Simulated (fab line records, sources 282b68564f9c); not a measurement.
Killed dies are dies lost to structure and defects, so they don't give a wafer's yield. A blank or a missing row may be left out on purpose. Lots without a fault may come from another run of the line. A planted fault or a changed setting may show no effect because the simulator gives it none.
fab line records | flow rit_cmos
record lots=5 wafers=23
route steps=202 shown SILICIDE@162 M1@192
start_h: hours from the record's first day to the start of the lot's first wafer shown | wait_h: hours since the lot's step before | " the same as in the row above | L1.1+2: a row that stands for several wafers | - no value, or no start given | * or withheld: withheld | < > ~ a bound
route shown NAME@n: a module of which the file shows steps, and the number in the route of the first | usual: mean/standard deviation of fault-free wafers | same: alike in all rows | chamber/n: place in a boat | sites: the reading at each site | _std_site: their standard deviation | _edge_site: outer sites' mean less inner sites' | radius_mm: how far each site lies from the wafer's centre | mask NAME#n: copy n | behind: the tool/chamber that last shaped the wafer | hold: why the lot was held/for how many hours/how that ended | device: the transistor (n, p or np) that didn't switch | end of line: the same wafers' tests at the end of the route | a step without rows: its recipe alone | killed: dies lost to structure and defects at the first sort, not the wafer's yield | map: a wafer's dies, x killed, . not, _ none there
set.NAME: the setting as run; set.NAME@STEP: as run at that earlier step | model.NAME: the simulator's own value behind a step, which no gauge read
lots whose settings were changed on purpose; a table a step, a row a wafer
## steps
# step RIT_SILICIDE_SPUTTER_01
# recipe material=Ti target_thk_nm=30 power_w=350 chamber_pressure_pa=0.667 gas=Ar time_s=240 substrate_temp_c=25
# columns lot.wafer tool chamber start_h wait_h set.time_s model.Ti_of_SILICIDE_SPUTTER_01.thk_nm
L074.1 pvd_sputter-04 - 57.02 0.0 240 29.49
L074.3 " - " " 240 29.81
L074.4+5 " - " " 240 29.85
L074.6 " - " " 240 29.71
L076.2 pvd_sputter-02 - 71.64 0.0 240 30.82
L076.5 " - " " 240 30.18
L076.6 " - " " 240 30.92
L078.1 pvd_sputter-04 - 76.66 0.0 204 25.34
L078.3 " - " " 240 30.04
L078.4 " - " " 204 25.55
L078.5 " - " " 240 29.74
L078.6 " - " " 204 25.61
L079.1 pvd_sputter-01 - 81.53 0.0 240 29.31
L079.2 " - " " 225.5 27.33
L079.3 " - " " 225.5 27.46
L079.5 " - " " 225.5 27.6
L079.6 " - " " 240 29.05
L083.1 pvd_sputter-01 - 98.19 0.0 240 29.91
L083.2 " - " " 205.5 25.58
L083.3 " - " " 240 30.79
L083.5 " - " " 205.5 25.98
L083.6 " - " " 205.5 25.55
# step RIT_SILICIDE_RS_MEAS_02
# recipe thk_meas_gauge=four-point-probe reads=Ti_of_SILICIDE_SPUTTER_01
# usual SILICIDE_TI_RS=47.9/0.87
# columns lot.wafer tool chamber start_h wait_h set.time_s@SILICIDE_SPUTTER_01 SILICIDE_TI_RS[ohm/sq]
L074.1 film_metro-04 - 57.17 0.1 240 49.0
L074.3 " - " " 240 48.3
L074.4 " - " " 240 48.2
L074.5 " - " " 240 48.2
L074.6 " - " " 240 48.4
L076.2 film_metro-04 - 71.81 0.1 240 46.2
L076.5 " - " " 240 47.6
L076.6 " - " " 240 46.1
L078.1 film_metro-03 - 76.81 0.1 204 59.2
L078.3 " - " " 240 47.7
L078.4 " - " " 204 58.4
L078.5 " - " " 240 48.3
L078.6 " - " " 204 58.4
L079.1 film_metro-04 - 81.68 0.1 240 49.4
L079.2 " - " " 225.5 53.8
L079.3 " - " " 225.5 53.5
L079.5 " - " " 225.5 53.1
L079.6 " - " " 240 49.9
L083.1 film_metro-04 - 98.34 0.1 240 48.2
L083.2 " - " " 205.5 58.5
L083.3 " - " " 240 46.4
L083.5 " - " " 205.5 57.5
L083.6 " - " " 205.5 58.7
# step RIT_SILICIDE_THK_MEAS_03
# recipe thk_meas_gauge=xrf reads=Ti_of_SILICIDE_SPUTTER_01
# usual SILICIDE_TI_THK=30.2/0.45
# columns lot.wafer tool chamber start_h wait_h set.time_s@SILICIDE_SPUTTER_01 SILICIDE_TI_THK[nm]
L074.1 film_metro-04 - 57.29 0.1 240 29.7
L074.3 " - " " 240 30.1
L074.4 " - " " 240 30.2
L074.5 " - " " 240 30.0
L074.6 " - " " 240 30.0
L076.2 film_metro-04 - 71.92 0.1 240 31.0
L076.5 " - " " 240 30.3
L076.6 " - " " 240 31.1
L078.1 film_metro-03 - 76.93 0.1 204 25.5
L078.3 " - " " 240 30.2
L078.4 " - " " 204 25.7
L078.5 " - " " 240 29.7
L078.6 " - " " 204 25.7
L079.1 film_metro-04 - 81.80 0.1 240 29.5
L079.2 " - " " 225.5 27.5
L079.3 " - " " 225.5 27.6
L079.5 " - " " 225.5 27.8
L079.6 " - " " 240 29.2
L083.1 film_metro-04 - 98.46 0.1 240 30.1
L083.2 " - " " 205.5 25.8
L083.3 " - " " 240 31.0
L083.5 " - " " 205.5 26.1
L083.6 " - " " 205.5 25.7
# step RIT_M1_DEVELOP_08
# recipe resist=NOVOLAK develop_time_s=68 dev_temp_c=23
# columns lot.wafer tool chamber start_h wait_h set.develop_time_s
L074.1+4+5 litho_track-01 0 - - 68
L074.3+6 " 0 " " 58.3
L076.2+5+6 litho_track-02 0 - - 68
L078.1+3+4 litho_track-02 0 - - 68
L078.5+6 " 0 " " 73.73
L079.1+2+3 litho_track-03 0 - - 72.08
L079.5+6 " 0 " " 68
L083.1+2+3+5+6 litho_track-03 0 - - 68
# step RIT_M1_CD_MEAS_09
# recipe target_cd_nm=2600
# usual cd_nm=2599.8/2.1
# columns lot.wafer tool chamber start_h wait_h set.develop_time_s@M1_DEVELOP_08 cd_nm
L074.1 cd_sem-01 - 61.35 - 68 2598.1
L074.3 " - " " 58.3 2610.8
L074.4 " - " " 68 2597.4
L074.5 " - " " 68 2596.2
L074.6 " - " " 58.3 2610.5
L076.2 cd_sem-01 - 76.19 - 68 2603.7
L076.5 " - " " 68 2600.8
L076.6 " - " " 68 2603.7
L078.1 cd_sem-01 - 80.86 - 68 2598.7
L078.3 " - " " 68 2601.4
L078.4 " - " " 68 2600.3
L078.5 " - " " 73.73 2592.2
L078.6 " - " " 73.73 2593.9
L079.1 cd_sem-01 - 85.62 - 72.08 2593.0
L079.2 " - " " 72.08 2591.4
L079.3 " - " " 72.08 2593.1
L079.5 " - " " 68 2598.5
L079.6 " - " " 68 2598.5
L083.1 cd_sem-01 - 102.41 - 68 2601.8
L083.2 " - " " 68 2600.9
L083.3 " - " " 68 2602.7
L083.5 " - " " 68 2599.8
L083.6 " - " " 68 2600.1
# step RIT_M1_METAL_ETCH_12
# recipe stop_on=SiO2 chemistry=Cl2/BCl3 target=Al time_s=165 over_etch_frac=0.5 pressure_mtorr=100 target_depth_a=6000 rf_w=250 Cl2_flow_sccm=60 bcl3_flow_sccm=50
# columns lot.wafer tool chamber start_h wait_h set.rf_w set.develop_time_s@M1_DEVELOP_08 model.NOVOLAK_of_M1_COAT_04.thk_nm model.M1.cd_nm
L074.1 rie_metal-02 0 61.92 0.2 250 68 807 2600
L074.3 " 0 " " 250 58.3 807.5 2612
L074.4 " 1 " " 225.8 68 845 2605
L074.5 " 0 " " 225.8 68 836.6 2601
L074.6 " 1 " " 250 58.3 812.2 2612
L076.2 rie_metal-02 1 76.58 0.2 250 68 816.4 2605
L076.5 " 1 " " 250 68 816.8 2603
L076.6 " 0 " " 250 68 804.4 2604
L078.1 rie_metal-04 1 81.27 0.2 250 68 822.2 2601
L078.3 " 0 " " 250 68 795.4 2601
L078.4 " 1 " " 273 68 790.9 2598
L078.5 " 1 " " 273 73.73 788 2589
L078.6 " 0 " " 250 73.73 803.5 2592
L079.1 rie_metal-01 0 86.03 0.2 250 72.08 813.4 2594
L079.2 " 1 " " 223.5 72.08 - 2596
L079.3 " 1 " " 250 72.08 809.2 2594
L079.5 " 1 " " 250 68 - 2600
L079.6 " 0 " " 223.5 68 846.7 2604
L083.1 rie_metal-02 1 102.82 0.2 230.6 68 838 2606
L083.2 " 0 " " 230.6 68 829.7 2605
L083.3 " 0 " " 250 68 801 2604
L083.5 " 0 " " 250 68 802.5 2600
L083.6 " 1 " " 230.6 68 836.9 2605
# step RIT_M1_STRIP_13
# recipe chemistry=nmp resist=NOVOLAK temp_c=80 time_s=600 dry=n2_spin
# step RIT_M1_STRIP_14
# recipe chemistry=O2 time_s=180 platen_temp_c=withheld power_w=500 pressure_mtorr=4000 o2_flow_sccm=4000
# step RIT_M1_CD_MEAS_90
# recipe target_cd_nm=2600
# usual cd_nm=2600.3/2.1
# columns lot.wafer tool chamber start_h wait_h set.develop_time_s@M1_DEVELOP_08 cd_nm
L074.1 cd_sem-01 - 62.44 0.1 68 2599.8
L074.3 " - " " 58.3 2612.2
L074.4 " - " " 68 2604.8
L074.5 " - " " 68 2600.6
L074.6 " - " " 58.3 2612.4
L076.2 cd_sem-02 - 77.11 0.1 68 2605.1
L076.5 " - " " 68 2602.9
L076.6 " - " " 68 2603.6
L078.1 cd_sem-02 - 81.82 0.1 68 2601.0
L078.3 " - " " 68 2600.4
L078.4 " - " " 68 2598.4
L078.5 " - " " 73.73 2589.3
L078.6 " - " " 73.73 2592.1
L079.1 cd_sem-02 - 86.54 0.1 72.08 2593.8
L079.2 " - " " 72.08 2596.1
L079.3 " - " " 72.08 2593.7
L079.5 " - " " 68 2599.9
L079.6 " - " " 68 2604.1
L083.1 cd_sem-02 - 103.33 0.1 68 2606.1
L083.2 " - " " 68 2605.2
L083.3 " - " " 68 2603.6
L083.5 " - " " 68 2600.1
L083.6 " - " " 68 2604.9
# step RIT_M1_ANNEAL_15
# recipe temp_c=450 time_s=1800 ambient=forming_gas_H2N2
# step RIT_M1_PROBE_99
# usual killed_at_M0_to_M3=0.1/0.28 killed_at_contacts=0.1/0.23 killed_at_front_end=7.5/2.7 killed_dies=7.6/2.6 killed_open=3.9/1.6 killed_short=3.6/2
# same gross_dies=264 killed_at_M4_up=0 killed_at_back_side=0 killed_at_other=0
# columns lot.wafer tool chamber start_h wait_h set.temp_c@GATE_OXIDATION_05 set.pressure_mtorr@GATE_CVD_08 killed_at_M0_to_M3 killed_at_contacts killed_at_front_end killed_dies killed_open killed_short model.etest.pmos_0p3.r_on_ohm_um model.etest.pmos_turned.r_on_ohm_um model.etest.pmos_0p15.r_on_ohm_um model.etest.nmos_0p3.r_on_ohm_um model.etest.nmos_0p15.r_on_ohm_um model.etest.nmos_0p15.drive_ua_um
L074.1 prober-02 - 64.18 0.1 888.2 326.6 0 0 7 7 3 4 5699 3363 2613 1964 1044 521.1
L074.3 prober-02 - 64.28 0.2 888.2 326.6 0 0 8 8 4 4 5598 3263 2577 1952 1045 533.3
L074.4 prober-02 - 64.33 0.2 888.2 326.6 0 0 6 6 2 4 5520 3227 2494 1913 1014 547.3
L074.5 prober-02 - 64.38 0.2 888.2 326.6 0 0 6 6 5 1 5574 3273 2568 1938 1039 537.4
L074.6 prober-02 - 64.43 0.2 888.2 326.6 0 0 6 6 3 3 5653 3314 2571 1948 1035 540.4
L076.2 prober-02 - 80.11 0.1 900 300 0 0 6 6 1 5 6294 3424 2760 2185 1116 470.4
L076.5 prober-02 - 80.26 0.2 900 300 0 0 7 7 6 1 6308 3400 2767 2157 1108 458
L076.6 prober-02 - 80.31 0.2 900 300 0 0 7 7 6 1 6345 3431 2799 2190 1132 456.3
L078.1 prober-01 - 83.56 0.1 918.9 269 0 1 7 8 4 4 7519 3777 3114 2535 1274 367.6
L078.3 prober-01 - 83.66 0.2 918.9 269 0 0 9 9 5 4 7394 3794 3126 2546 1281 367.1
L078.4 prober-01 - 83.71 0.2 918.9 269 0 0 8 8 5 3 7592 3870 3174 2576 1307 367.2
L078.5 prober-01 - 83.76 0.2 918.9 269 0 0 11 11 4 7 7606 3886 3231 2595 1322 365.7
L078.6 prober-01 - 83.81 0.2 918.9 269 0 0 5 5 3 2 7543 3845 3174 2557 1289 369
L079.1 prober-02 - 88.28 0.1 893.2 300 0 0 8 8 4 4 6207 3392 2699 2186 1215 471.5
L079.2 prober-02 - 88.33 0.1 893.2 300 0 0 3 3 2 1 5950 3310 2647 2148 1162 489.8
L079.3 prober-02 - 88.38 0.2 893.2 300 0 0 7 7 3 4 5956 3358 2652 2140 1178 494.9
L079.5 prober-02 - 88.48 0.2 893.2 300 0 0 8 8 4 4 6060 3299 2621 2165 1183 485.4
L079.6 prober-02 - 88.53 0.2 893.2 300 0 0 3 3 0 3 6077 3329 2643 2156 1171 484.5
L083.1 prober-01 - 105.07 0.1 919.7 277.4 2 0 4 6 3 1 7760 3939 3252 2546 1247 389.9
L083.2 prober-01 - 105.12 0.1 919.7 277.4 1 0 6 7 4 2 7717 3883 3216 2500 1213 389.1
L083.3 prober-01 - 105.17 0.2 919.7 277.4 0 0 9 9 5 4 7765 3879 3168 2499 1202 399.2
L083.5 prober-01 - 105.27 0.2 919.7 277.4 0 0 5 5 3 2 7842 3964 3222 2541 1224 389.2
L083.6 prober-01 - 105.32 0.2 919.7 277.4 1 0 5 6 4 1 7784 3978 3248 2526 1227 388.8
# killed by level:class
L074.1 FOX1:geometric_particle:short=4 SPACER:geometric_particle:open=1 GATE:geometric_particle:open=1 SILICIDE:geometric_particle:open=1
L074.3 FOX2:geometric_particle:short=2 GATE:geometric_particle:open=2 FOX1:geometric_particle:open=1 REOX:geometric_particle:short=1 SILICIDE:geometric_particle:short=1 SILICIDE:geometric_particle:open=1
L074.4 REOX:geometric_particle:short=2 FOX1:geometric_particle:short=1 GATE:geometric_particle:open=1 GATE:geometric_particle:short=1 REOX:geometric_particle:open=1
L074.5 FOX1:geometric_particle:open=2 SPACER:geometric_particle:open=2 FOX2:geometric_particle:open=1 SPACER:geometric_particle:short=1
L074.6 GATE:geometric_particle:open=2 GATE:geometric_particle:short=2 REOX:geometric_particle:open=1 SPACER:geometric_particle:short=1
L076.2 GATE:geometric_particle:short=3 REOX:geometric_particle:short=1 REOX:geometric_particle:open=1 SILICIDE:geometric_particle:short=1
L076.5 GATE:geometric_particle:open=2 REOX:geometric_particle:open=2 SILICIDE:geometric_particle:open=2 GATE:geometric_particle:short=1
L076.6 SPACER:geometric_particle:open=4 GATE:geometric_particle:open=2 GATE:geometric_particle:short=1
L078.1 FOX1:geometric_particle:short=2 SPACER:geometric_particle:open=2 GATE:geometric_particle:open=1 SILICIDE:geometric_particle:short=1 SILICIDE:geometric_particle:open=1 CONTACT:geometric_particle:short=1
L078.3 GATE:geometric_particle:open=2 REOX:geometric_particle:short=2 SPACER:geometric_particle:short=2 SILICIDE:geometric_particle:open=2 FOX2:geometric_particle:open=1
L078.4 FOX1:geometric_particle:open=3 FOX1:geometric_particle:short=1 GATE:geometric_particle:open=1 REOX:geometric_particle:short=1 SPACER:geometric_particle:short=1 SPACER:geometric_particle:open=1
L078.5 SILICIDE:geometric_particle:short=3 SPACER:geometric_particle:short=2 SPACER:geometric_particle:open=2 FOX2:geometric_particle:short=1 GATE:geometric_particle:short=1 REOX:geometric_particle:open=1 SILICIDE:geometric_particle:open=1
L078.6 SILICIDE:geometric_particle:open=2 FOX1:geometric_particle:short=1 REOX:geometric_particle:open=1 SILICIDE:geometric_particle:short=1
L079.1 GATE:geometric_particle:open=2 REOX:geometric_particle:short=2 FOX1:geometric_particle:open=1 FOX1:geometric_particle:short=1 GATE:geometric_particle:short=1 SPACER:geometric_particle:open=1
L079.2 FOX2:geometric_particle:open=1 FOX2:geometric_particle:short=1 GATE:geometric_particle:open=1
L079.3 REOX:geometric_particle:open=3 GATE:geometric_particle:short=2 REOX:geometric_particle:short=1 SPACER:geometric_particle:short=1
L079.5 GATE:geometric_particle:open=3 GATE:geometric_particle:short=2 FOX2:geometric_particle:short=1 REOX:geometric_particle:open=1 SPACER:geometric_particle:short=1
L079.6 GATE:geometric_particle:short=1 REOX:geometric_particle:short=1 SILICIDE:geometric_particle:short=1
L083.1 SPACER:geometric_particle:open=2 M1:coat_microbubble_printed=2 FOX2:geometric_particle:short=1 FOX2:geometric_particle:open=1
L083.2 GATE:geometric_particle:open=2 FOX2:geometric_particle:open=1 SPACER:geometric_particle:short=1 SPACER:geometric_particle:open=1 SILICIDE:geometric_particle:short=1 M1:coat_microbubble_printed=1
L083.3 SILICIDE:geometric_particle:short=3 SPACER:geometric_particle:open=3 FOX1:geometric_particle:open=1 FOX2:geometric_particle:short=1 GATE:geometric_particle:open=1
L083.5 FOX2:geometric_particle:short=2 FOX2:geometric_particle:open=1 GATE:geometric_particle:open=1 SPACER:geometric_particle:open=1
L083.6 GATE:geometric_particle:open=4 SILICIDE:geometric_particle:short=1 M1:coat_microbubble_printed=1
## key
split step=RIT_SILICIDE_SPUTTER_01 setting=time_s stated=240 by=wafer
response step=RIT_SILICIDE_SPUTTER_01 reading=model.Ti_of_SILICIDE_SPUTTER_01.thk_nm change=+0.305 per=1% r=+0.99
response step=RIT_SILICIDE_RS_MEAS_02 reading=SILICIDE_TI_RS change=-0.726 per=1% r=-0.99
response step=RIT_SILICIDE_THK_MEAS_03 reading=SILICIDE_TI_THK change=+0.304 per=1% r=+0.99
split step=RIT_M1_DEVELOP_08 setting=develop_time_s stated=68 by=wafer
response step=RIT_M1_CD_MEAS_09 reading=cd_nm change=-0.923 per=1% r=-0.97
response step=RIT_M1_METAL_ETCH_12 reading=model.M1.cd_nm change=-0.86 per=1% r=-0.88
response step=RIT_M1_CD_MEAS_90 reading=cd_nm change=-0.88 per=1% r=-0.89
split step=RIT_M1_METAL_ETCH_12 setting=rf_w stated=250 by=wafer
response step=RIT_M1_METAL_ETCH_12 reading=model.NOVOLAK_of_M1_COAT_04.thk_nm change=-3.11 per=1% r=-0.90
split outside_this_file step=RIT_GATE_OXIDATION_05 setting=temp_c
split outside_this_file step=RIT_GATE_CVD_08 setting=pressure_mtorr
# split outside_this_file: this setting was split too, and the file shows its column; the key of that split is in another file
